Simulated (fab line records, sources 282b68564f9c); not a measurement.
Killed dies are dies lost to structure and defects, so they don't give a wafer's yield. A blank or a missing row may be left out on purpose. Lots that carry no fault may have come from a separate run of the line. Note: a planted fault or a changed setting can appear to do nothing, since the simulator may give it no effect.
Struck lot and sound lot, side by side :: flow rit cmos :: 14 out of 202 route steps
Sound: wafers L978.2, L978.4, L978.6. Wafers struck: L990.1, L990.2, L990.6. Last of all comes the cause.
Order at every step that has rows: each side's tool, ch and its chambers, its first start. Under that, the readings that differ: sound wafers :: struck wafers :: difference of the means :: sigmas: that difference in standard deviations of wafers without a fault.
alike: a reading whose means differ by less than 2 such deviations, as well as words and numbers matching on both sides. not compared: withheld readings; readings where some wafer has no value; bounds like >300 that might hide an equal value; numbers whose values overlap and for which the record gives no deviation.
A row with sigmas, a row that says differs or no value, or rows on one side alone: a step with any of these is where the two part. Numbers that don't overlap but have no deviation are shown without sigmas and don't part them. A reading missing from all wafers of one side parts the sides only when that side holds two or more wafers.

first, 1 step without rows for these wafers: RIT_FOX1_OXIDATION_00 (target thk 350.7 nm, ox time 1130 s).
RIT_FOX1_THK_MEAS_01:
  sound on film metro-01, day 1 22:32; struck on film metro-01, day 4 11:20
  alike: FOX1_OXIDE_THK
then, 2 steps without rows for these wafers: RIT_FOX1_WET_ETCH_02 (etches SiO2 in BOE, target depth 350 nm, time 390 s); RIT_FOX2_OXIDATION_00 (target thk 350.7 nm, ox time 1130 s).
RIT_FOX2_THK_MEAS_01:
  sound on film metro-01, day 2 00:02; struck on film metro-01, day 4 12:52
  alike: FOX2_OXIDE_THK
then, 2 steps without rows for these wafers: RIT_FOX2_CLEAN_02 (cleans in dHF, time 180 s); RIT_FOX2_WET_ETCH_03 (etches Si3N4 in H3PO4, target depth 195 nm, time 2700 s).
RIT_FOX2_THK_MEAS_90:
  sound on film metro-01, day 2 00:55; struck on film metro-03, day 4 14:29
  alike: FIELD_OXIDE_LEFT_1_THK
then, 4 steps without rows for these wafers: RIT_NWELL_HMDS_00 (prime time 60 s); RIT_NWELL_COAT_01 (resist thk 1300 nm); RIT_NWELL_SOFTBAKE_02 (time 60 s); RIT_NWELL_EXPOSE_03 (exposes mask M2, target cd 43900 nm).
RIT_NWELL_PEB_04:
  struck on litho track-04, day 4 15:07; sound on litho track-04 ch 0, day 2 01:41
reading: exhaust pa (Pa)
sound: 43.6 44.5 43.2
struck: - - -
difference: no value on the struck wafers
sigmas: 
  not compared: chill plate temp C, resist line temp C
then, 1 step without rows for these wafers: RIT_NWELL_DEVELOP_05 (develop time 68 s).

WHERE THEY PART
Only at RIT_NWELL_PEB_04, within this record.

WHY: the cause the simulator had injected
Step skipped in full: litho track-04, at RIT_NWELL_PEB_04, from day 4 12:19 onward. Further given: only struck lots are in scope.
